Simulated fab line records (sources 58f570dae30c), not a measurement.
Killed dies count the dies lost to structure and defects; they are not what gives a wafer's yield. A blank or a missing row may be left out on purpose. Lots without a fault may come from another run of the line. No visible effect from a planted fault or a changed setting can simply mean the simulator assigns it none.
fab line records ; flow berkeley_cmos170
record lots=7; wafers=21; last_day=12
route steps=331 shown M3@315
lots that met no fault: from a run of the same line without faults
start_h: hours from the record's first day to the start of the lot's first wafer shown ; wait_h: hours since the lot's step before ; " identical to the entry in the row above ; L1.1+2: several wafers, shown together as one row ; - value missing, or start not given ; * or withheld: withheld ; < > ~ a bound
route shown NAME@n: a module of which the file shows steps, and the number in the route of the first ; usual: mean/standard deviation of fault-free wafers ; same: alike in all rows ; chamber/n: place in a boat ; sites: each site's reading ; _std_site: their standard deviation ; _edge_site: mean of outer sites minus mean of inner sites ; radius_mm: how far each site lies from the wafer's centre ; mask NAME#n: copy n ; behind: the last tool/chamber to shape the wafer ; hold: why the lot went on hold/how many hours it stayed there/how the hold came to an end ; device: which transistor (n, p or np) failed to switch ; end of line: tests run on the same wafers once the route is complete ; for a step that has no rows: nothing shown but its recipe ; killed: count of dies lost to structure and defects at first sort (not the wafer's yield) ; map: per-die view of a wafer (x killed, . not killed, _ where there is no die)
set.NAME: setting as actually run; set.NAME@STEP: the setting as run at that earlier step ; model.NAME: the simulator's own value behind a step, which no gauge read
a table for each step, a row for each wafer; lots at some steps of the route
services: when a tool's chamber went out of use (start_h, in hours from the record's first day, below 0 if earlier), for how many hours, and the reason
## steps
# step UCB170_M3_SOFTBAKE_06
# recipe resist=KrF; temp_c=130; time_s=60
# step UCB170_M3_STRIP_07
# recipe chemistry=O2; power_w=400; pressure_mtorr=3500; platen_temp_c=withheld; o2_flow_sccm=400; overash_fraction=0.5
# usual drypump_motor_current_A=5.5/0.61; oes_product_au=0.735/0.0041; strip_time_to_endpoint_s=21.96/0.069
lot.wafer;tool;chamber;start_h;wait_h;drypump_motor_current_A;oes_product_au;rf_hours_counter_h;strip_time_to_endpoint_s
L564.1;plasma_asher-01;0;188.64;0.1;5.3;0.728;49;21.88
L564.2;plasma_asher-01;1;188.64;0.1;4.6;0.738;49;21.92
L564.5;plasma_asher-01;1;188.64;0.1;4.6;0.740;-;21.90
L566.3;plasma_asher-02;1;195.48;0.1;6.0;0.729;-;21.92
L566.5;plasma_asher-02;1;195.48;0.1;6.0;0.738;-;21.90
L566.6;plasma_asher-02;0;195.48;0.1;5.8;0.730;-;21.90
L572.1;plasma_asher-01;1;226.30;0.1;4.6;0.731;52;21.96
L572.4;plasma_asher-01;1;226.30;0.1;4.6;0.737;-;21.87
L572.6;plasma_asher-01;0;226.30;0.1;5.3;0.737;-;21.95
L571.1;plasma_asher-04;0;227.45;0.1;5.7;0.734;49;21.92
L571.2;plasma_asher-04;1;227.45;0.1;6.4;0.741;49;21.97
L571.6;plasma_asher-04;1;227.45;0.1;6.4;0.731;-;21.91
L573.2;plasma_asher-01;0;227.61;0.1;5.3;0.734;53;22.09
L573.4;plasma_asher-01;0;227.61;0.1;5.3;0.732;-;22.07
L573.6;plasma_asher-01;0;227.61;0.1;5.3;0.734;-;22.04
L584.1;plasma_asher-02;0;276.39;0.1;5.8;0.737;18;21.96
L584.3;plasma_asher-02;0;276.39;0.1;5.8;0.738;-;21.99
L584.6;plasma_asher-02;0;276.39;0.1;5.8;0.733;-;21.95
L585.2;plasma_asher-01;1;283.60;0.1;4.6;0.727;59;21.92
L585.4;plasma_asher-01;1;283.60;0.1;4.6;0.734;-;21.94
L585.6;plasma_asher-01;0;283.60;0.1;5.3;0.732;-;21.91
# step UCB170_M3_STRIP_08
# recipe chemistry=DMSO; temp_c=80; time_s=600; material=KrF
# step UCB170_M3_COAT_09
# recipe resist=BARC; temp_c=withheld; time_s=withheld; spin_rpm=3000; resist_thk_nm=withheld
# step UCB170_M3_COAT_10
# recipe resist=KrF; spin_rpm=1500; resist_thk_nm=900
# step UCB170_M3_SOFTBAKE_11
# recipe resist=KrF; temp_c=130; time_s=60
# step UCB170_M3_EXPOSE_12
# recipe mask_id=METAL3; target_cd_nm=700; na=0.5; sigma_outer=0.6; source_shape=conventional; dose_mj=26
# step UCB170_M3_PEB_13
# recipe peb_temp_c=130; peb_time_s=withheld; resist=KrF
# step UCB170_M3_DEVELOP_14
# recipe developer=TMAH; develop_time_s=45; resist=KrF; dev_temp_c=21
# step UCB170_M3_CD_MEAS_15
# recipe target_cd_nm=700
# usual cd_nm=699.9/1.2
lot.wafer;tool;chamber;start_h;wait_h;cd_nm
L564.1;cd_sem-01;-;190.97;-;699.2
L564.2;cd_sem-01;-;190.97;-;697.4
L564.5;cd_sem-01;-;190.97;-;697.0
L566.3;cd_sem-01;-;197.52;-;699.0
L566.5;cd_sem-01;-;197.52;-;699.6
L566.6;cd_sem-01;-;197.52;-;698.7
L572.1;cd_sem-01;-;227.42;-;698.7
L572.4;cd_sem-01;-;227.42;-;696.9
L572.6;cd_sem-01;-;227.42;-;697.5
L571.1;cd_sem-02;-;228.87;-;697.5
L571.2;cd_sem-02;-;228.87;-;698.1
L571.6;cd_sem-02;-;228.87;-;698.5
L573.2;cd_sem-01;-;228.99;-;698.5
L573.4;cd_sem-01;-;228.99;-;698.9
L573.6;cd_sem-01;-;228.99;-;699.9
L584.1;cd_sem-01;-;277.78;-;698.8
L584.3;cd_sem-01;-;277.78;-;700.6
L584.6;cd_sem-01;-;277.78;-;699.7
L585.2;cd_sem-01;-;284.87;-;698.9
L585.4;cd_sem-01;-;284.87;-;699.7
L585.6;cd_sem-01;-;284.87;-;698.9
# step UCB170_M3_OVL_MEAS_16
# usual M3_OVL=-2/6.2
lot.wafer;tool;chamber;start_h;wait_h;M3_OVL[nm]
L564.1;overlay-02;-;191.09;0.1;-3
L564.2;overlay-02;-;191.09;0.1;-4
L564.5;overlay-02;-;191.09;0.1;-1
L566.3;overlay-01;-;197.61;0.1;0
L566.5;overlay-01;-;197.61;0.1;3
L566.6;overlay-01;-;197.61;0.1;-2
L572.1;overlay-01;-;227.54;0.1;-5
L572.4;overlay-01;-;227.54;0.1;-7
L572.6;overlay-01;-;227.54;0.1;-9
L571.1;overlay-01;-;228.99;0.1;-4
L571.2;overlay-01;-;228.99;0.1;-6
L571.6;overlay-01;-;228.99;0.1;2
L573.2;overlay-02;-;229.09;0.1;12
L573.4;overlay-02;-;229.09;0.1;16
L573.6;overlay-02;-;229.09;0.1;15
L584.1;overlay-02;-;277.90;0.1;2
L584.3;overlay-02;-;277.90;0.1;1
L584.6;overlay-02;-;277.90;0.1;1
L585.2;overlay-02;-;284.97;0.1;1
L585.4;overlay-02;-;284.97;0.1;-4
L585.6;overlay-02;-;284.97;0.1;2
# step UCB170_M3_ETCH_17
# recipe chemistry=N2/H2; target_depth_a=withheld; overetch_a=withheld; target=BARC; time_s=withheld; source_w=500; bias_w=100; pressure_mtorr=30; n2_flow_sccm=100; h2_flow_sccm=200
# usual bias_w=100.01/0.29; chamber_pressure_mTorr=30.001/0.025; drypump_motor_current_A=5.6/0.46; oes_product_au=0.998/0.024; throttle_valve_pct=13.28/0.19
lot.wafer;tool;chamber;start_h;wait_h;bias_w;chamber_pressure_mTorr;drypump_motor_current_A;oes_product_au;throttle_valve_pct
L564.1;rie_diel-03;3;191.12;0.0;100.44;30.000;6.1;0.966;13.26
L564.2;rie_diel-03;2;191.12;0.0;100.08;29.968;5.7;1.031;13.22
L564.5;rie_diel-03;1;191.12;0.0;100.61;29.994;5.4;0.991;13.04
L566.3;rie_diel-04;2;197.63;0.0;100.38;29.975;5.8;0.984;13.34
L566.5;rie_diel-04;0;197.63;0.0;99.80;29.982;6.3;1.032;13.41
L566.6;rie_diel-04;2;197.63;0.0;100.63;29.962;5.8;0.998;13.33
L572.1;rie_diel-03;3;227.57;0.0;99.80;29.998;6.2;0.979;13.26
L572.4;rie_diel-03;2;227.57;0.0;100.11;30.031;5.7;1.045;13.22
L572.6;rie_diel-03;3;227.57;0.0;100.03;29.959;6.2;0.975;13.28
L571.1;rie_diel-02;0;229.02;0.0;99.71;29.999;4.9;1.009;13.27
L571.2;rie_diel-02;2;229.02;0.0;100.24;30.040;5.0;0.996;13.19
L571.6;rie_diel-02;2;229.02;0.0;99.51;30.042;5.1;0.995;13.17
L573.2;rie_diel-04;2;229.12;0.0;100.19;30.025;5.8;0.983;13.32
L573.4;rie_diel-04;3;229.12;0.0;100.24;29.962;5.3;1.016;13.19
L573.6;rie_diel-04;0;229.12;0.0;99.83;29.962;6.3;1.040;13.41
L584.1;rie_diel-03;0;277.94;0.0;99.81;30.020;5.5;0.991;13.68
L584.3;rie_diel-03;1;277.94;0.0;100.02;29.993;5.4;0.988;13.04
L584.6;rie_diel-03;0;277.94;0.0;100.14;29.968;5.5;1.002;13.71
L585.2;rie_diel-02;2;285.00;0.0;100.36;30.003;5.0;0.990;13.18
L585.4;rie_diel-02;2;285.00;0.0;100.50;29.983;5.0;0.983;13.18
L585.6;rie_diel-02;0;285.00;0.0;100.13;30.020;4.8;1.012;13.26
# step UCB170_M3_METAL_ETCH_18
# recipe chemistry=Cl2/BCl3; target=Al; stop_on=SiO2; pressure_mtorr=12; target_depth_a=11700; over_etch_frac=0.3; time_s=195; icp_w=600; bias_w=120; Cl2_flow_sccm=90; bcl3_flow_sccm=45
# usual bcl3_flow_sccm=45.03/0.14; bias_w=120.0/0.35; drypump_motor_current_A=5.46/0.21; oes_product_au=0.848/0.014; throttle_valve_pct=24.4/0.3
lot.wafer;tool;chamber;start_h;wait_h;bcl3_flow_sccm;bias_w;drypump_motor_current_A;oes_product_au;rf_hours_counter_h;throttle_valve_pct;model.KrF_of_M3_COAT_10.thk_nm;model.SiO2_of_V2_CVD_00.thk_nm;model.M3.cd_nm
L564.1;rie_metal-04;0;191.16;-;45.06;120.1;5.19;0.828;1;23.9;228.3;938.7;694.3
L564.2;rie_metal-04;1;191.16;-;44.76;119.6;5.20;0.864;10;24.8;206.6;936.4;701.1
L564.5;rie_metal-04;1;191.16;-;44.99;119.5;5.21;0.863;-;24.8;208.5;936.3;701.5
L566.3;rie_metal-03;1;197.74;-;44.97;120.3;5.40;0.848;-;24.6;203.8;938;695.4
L566.5;rie_metal-03;0;197.74;-;45.18;119.6;5.39;0.838;-;24.2;212;938.6;701.4
L566.6;rie_metal-03;1;197.74;-;45.05;120.3;5.40;0.858;-;24.6;205.2;937.8;693.8
L572.1;rie_metal-04;0;227.61;-;-;-;-;-;-;-;888.4;993.8;698.6
L572.4;rie_metal-04;0;227.61;-;-;-;-;-;-;-;887.6;993.2;697
L572.6;rie_metal-04;0;227.61;-;-;-;-;-;-;-;884.6;993.3;698.3
L571.1;rie_metal-02;1;229.06;-;-;-;-;-;-;-;883.1;996.5;697.5
L571.2;rie_metal-02;0;229.06;-;-;-;-;-;-;-;882.5;995.9;699.2
L571.6;rie_metal-02;1;229.06;-;-;-;-;-;-;-;883;994.9;699.4
L573.2;rie_metal-03;1;229.17;-;-;-;-;-;-;-;886.2;995.5;697.8
L573.4;rie_metal-03;1;229.17;-;-;-;-;-;-;-;888.5;995.8;699.3
L573.6;rie_metal-03;1;229.17;-;-;-;-;-;-;-;887.2;996;700.3
L584.1;rie_metal-04;0;277.98;-;44.87;120.1;5.26;0.844;3;23.9;223;941.1;696.5
L584.3;rie_metal-04;0;277.98;-;44.79;119.9;5.28;0.837;-;23.9;217.2;939.3;699.1
L584.6;rie_metal-04;0;277.98;-;45.10;119.7;5.24;0.836;-;23.9;221.9;938.4;696.4
L585.2;rie_metal-03;1;285.11;-;45.14;119.9;5.44;0.853;-;24.6;214.5;939.4;707.7
L585.4;rie_metal-03;1;285.11;-;45.06;120.3;5.43;0.872;-;24.6;218.3;941.1;707.3
L585.6;rie_metal-03;1;285.11;-;45.03;120.1;5.41;0.856;-;24.6;218.7;941.3;703.3
# step UCB170_M3_STRIP_19
# recipe chemistry=O2; power_w=400; pressure_mtorr=3500; platen_temp_c=withheld; o2_flow_sccm=400; overash_fraction=0.5
# usual drypump_motor_current_A=5.6/0.56; oes_product_au=0.542/0.018
lot.wafer;tool;chamber;start_h;wait_h;drypump_motor_current_A;oes_product_au;rf_hours_counter_h
L564.1;plasma_asher-01;1;191.35;0.1;4.6;0.558;49
L564.2;plasma_asher-01;0;191.35;0.1;5.3;0.538;49
L564.5;plasma_asher-01;0;191.35;0.1;5.3;0.540;-
L566.3;plasma_asher-01;0;197.89;0.1;5.3;0.543;-
L566.5;plasma_asher-01;0;197.89;0.1;5.3;0.543;-
L566.6;plasma_asher-01;1;197.89;0.1;4.6;0.526;-
L572.1;plasma_asher-02;0;227.80;0.1;5.8;0.719;13
L572.4;plasma_asher-02;0;227.80;0.1;5.8;0.726;-
L572.6;plasma_asher-02;1;227.80;0.1;6.0;0.731;-
L571.1;plasma_asher-02;0;229.25;0.1;5.8;0.730;13
L571.2;plasma_asher-02;1;229.25;0.1;6.0;0.726;13
L571.6;plasma_asher-02;0;229.25;0.1;5.8;0.723;-
L573.2;plasma_asher-04;0;229.35;0.1;5.7;0.723;50
L573.4;plasma_asher-04;0;229.35;0.1;5.7;0.724;-
L573.6;plasma_asher-04;0;229.35;0.1;5.7;0.742;-
L584.1;plasma_asher-01;0;278.36;0.3;5.2;0.551;58
L584.3;plasma_asher-01;0;278.36;0.3;5.2;0.553;-
L584.6;plasma_asher-01;1;278.36;0.3;4.6;0.557;-
L585.2;plasma_asher-01;1;285.42;0.2;4.6;0.541;59
L585.4;plasma_asher-01;0;285.42;0.2;5.3;0.558;-
L585.6;plasma_asher-01;1;285.42;0.2;4.6;0.547;-
# step UCB170_M3_CD_MEAS_90
# recipe target_cd_nm=700
# usual cd_nm=701/3.7
lot.wafer;tool;chamber;start_h;wait_h;cd_nm
L564.1;cd_sem-01;-;191.45;0.1;694
L564.2;cd_sem-01;-;191.45;0.1;701
L564.5;cd_sem-01;-;191.45;0.1;701
L566.3;cd_sem-02;-;198.00;0.1;696
L566.5;cd_sem-02;-;198.00;0.1;701
L566.6;cd_sem-02;-;198.00;0.1;694
L572.1;cd_sem-02;-;227.90;0.1;-
L572.4;cd_sem-02;-;227.90;0.1;-
L572.6;cd_sem-02;-;227.90;0.1;-
L571.1;cd_sem-01;-;229.35;0.1;-
L571.2;cd_sem-01;-;229.35;0.1;-
L571.6;cd_sem-01;-;229.35;0.1;-
L573.2;cd_sem-02;-;229.47;0.1;-
L573.4;cd_sem-02;-;229.47;0.1;-
L573.6;cd_sem-02;-;229.47;0.1;-
L584.1;cd_sem-02;-;278.46;0.1;697
L584.3;cd_sem-02;-;278.46;0.1;699
L584.6;cd_sem-02;-;278.46;0.1;697
L585.2;cd_sem-02;-;285.54;0.1;708
L585.4;cd_sem-02;-;285.54;0.1;707
L585.6;cd_sem-02;-;285.54;0.1;703
# step UCB170_M3_BOW_MEAS_20
# recipe mode=bow
# usual M3_BOW=38/7.4
lot.wafer;tool;chamber;start_h;wait_h;M3_BOW[um]
L564.1;film_metro-03;-;191.57;0.1;32
L564.2;film_metro-03;-;191.57;0.1;38
L564.5;film_metro-03;-;191.57;0.1;43
L566.3;film_metro-03;-;198.12;0.1;33
L566.5;film_metro-03;-;198.12;0.1;26
L566.6;film_metro-03;-;198.12;0.1;33
L572.1;film_metro-03;-;228.02;0.1;34
L572.4;film_metro-03;-;228.02;0.1;30
L572.6;film_metro-03;-;228.02;0.1;55
L571.1;film_metro-02;-;229.47;0.1;52
L571.2;film_metro-02;-;229.47;0.1;47
L571.6;film_metro-02;-;229.47;0.1;41
L573.2;film_metro-02;-;229.61;0.1;46
L573.4;film_metro-02;-;229.61;0.1;39
L573.6;film_metro-02;-;229.61;0.1;49
L584.1;film_metro-03;-;278.58;0.1;33
L584.3;film_metro-03;-;278.58;0.1;53
L584.6;film_metro-03;-;278.58;0.1;34
L585.2;film_metro-02;-;285.66;0.1;48
L585.4;film_metro-02;-;285.66;0.1;41
L585.6;film_metro-02;-;285.66;0.1;37
# step UCB170_M3_PROBE_99
lot.wafer;tool;chamber;start_h;wait_h;model.etest.antenna_m2.short;model.etest.antenna_m3.over_limit;model.etest.antenna_m2.over_limit;model.etest.antenna_m3.short
L564.1+2+5;prober-01;-;191.69;0.1;0;0;0;0
L566.3+5+6;prober-02;-;198.30;0.2;0;0;0;0
L572.4+6;prober-01;-;228.29;0.2;1;1;1;1
L571.1;prober-02;-;229.59;0.1;1;1;1;1
L573.2+4+6;prober-01;-;229.76;0.1;1;1;1;1
L584.3+6;prober-01;-;278.80;0.2;0;0;0;0
L585.2+4+6;prober-01;-;285.81;0.1;0;0;0;0
# killed by level:class
L564.1 FIELD:geometric_particle:short=1 FIELD:geometric_particle:open=1 GATE:geometric_particle:open=1
L564.2 V1:geometric_particle:open=1 M2:geometric_particle:short=1
L564.5 GATE:geometric_particle:short=1 M2:geometric_particle:short=1 PWELL:area_etch=1
L566.3 ACTIVE:area_etch=2 FIELD:geometric_particle:short=1 SPACER:geometric_particle:open=1
L566.5 FIELD:geometric_particle:open=1 SCREENOX:geometric_particle:open=1 SPACER:geometric_particle:open=1
L566.6 SILICIDE:geometric_particle:short=1
L584.3 NWELL:area_etch=4 SCREENOX:geometric_particle:short=1 M2:geometric_particle:open=1
L584.6 M2:geometric_particle:short=2 SCREENOX:geometric_particle:short=1 SILICIDE:geometric_particle:open=1
L585.2 PWELL:area_etch=3 SPACER:geometric_particle:short=2 START:geometric_particle:short=1 CONTACT:geometric_particle:short=1 NWELL:area_etch=1 ACTIVE:area_etch=1
L585.4 ACTIVE:area_etch=7 SILICIDE:geometric_particle:open=1 M2:geometric_particle:short=1
L585.6 ACTIVE:area_etch=2 PWELL:area_etch=1
## services
tool;chamber;start_h;hours;kind
rie_metal-04;1;167.22;7.1;repair
plasma_asher-04;-;167.26;5.8;repair
plasma_asher-01;-;176.79;3.4;repair
rie_metal-03;1;178.47;8.0;repair
rie_diel-02;1;179.85;-;clean
rie_diel-02;1;179.85;18.8;scheduled_down
rie_diel-02;1;179.85;18.8;vent_cycle
rie_diel-04;3;189.82;8.7;repair
rie_diel-02;3;207.45;8.0;repair
rie_diel-03;0;211.18;20.7;repair
plasma_asher-01;-;211.97;2.7;repair
rie_diel-04;1;225.07;9.6;repair
rie_diel-04;-;231.33;0.4;repair
rie_metal-04;-;248.40;0.5;repair
rie_metal-04;1;276.04;-;clean
rie_diel-04;-;276.96;2.8;pm
rie_metal-03;0;278.66;-;clean
## key
first_sign step=UCB170_M3_METAL_ETCH_18; reading=tool_record; direction=missing
effect step=UCB170_M3_STRIP_19; reading=oes_product_au; direction=up; sigmas=10; usual=0.542; struck=0.727
effect step=UCB170_M3_CD_MEAS_90; reading=cd_nm; direction=missing
model_effect step=UCB170_M3_METAL_ETCH_18; value=KrF_of_M3_COAT_10.thk_nm; without=214; struck=885.7
model_effect step=UCB170_M3_PROBE_99; value=etest.antenna_m2.short; without=0; struck=1
met_at UCB170_M3_METAL_ETCH_18
struck_wafers L571.1,L571.2,L571.6,L572.1,L572.4,L572.6,L573.2,L573.4,L573.6
later_rows_left_out L571.1,L571.2,L571.6,L572.1,L572.4,L572.6,L573.2,L573.4,L573.6
sort_left_out L571.1,L571.2,L571.6,L572.1,L572.4,L572.6,L573.2,L573.4,L573.6
onset_between 197.74 227.61
fault kind=skipped_step_whole; tool=rie_metal-02,rie_metal-03,rie_metal-04; chamber=-; onset_h=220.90; steps=UCB170_M3_METAL_ETCH_18; scope=struck_lots_only
# sort_left_out: the simulated sort isn't trusted on such a fault, so these wafers' sort isn't shown, and their yield isn't known
# later_rows_left_out: the simulator's readings of these wafers behind a module that went badly wrong aren't trusted and aren't shown, but for the sort
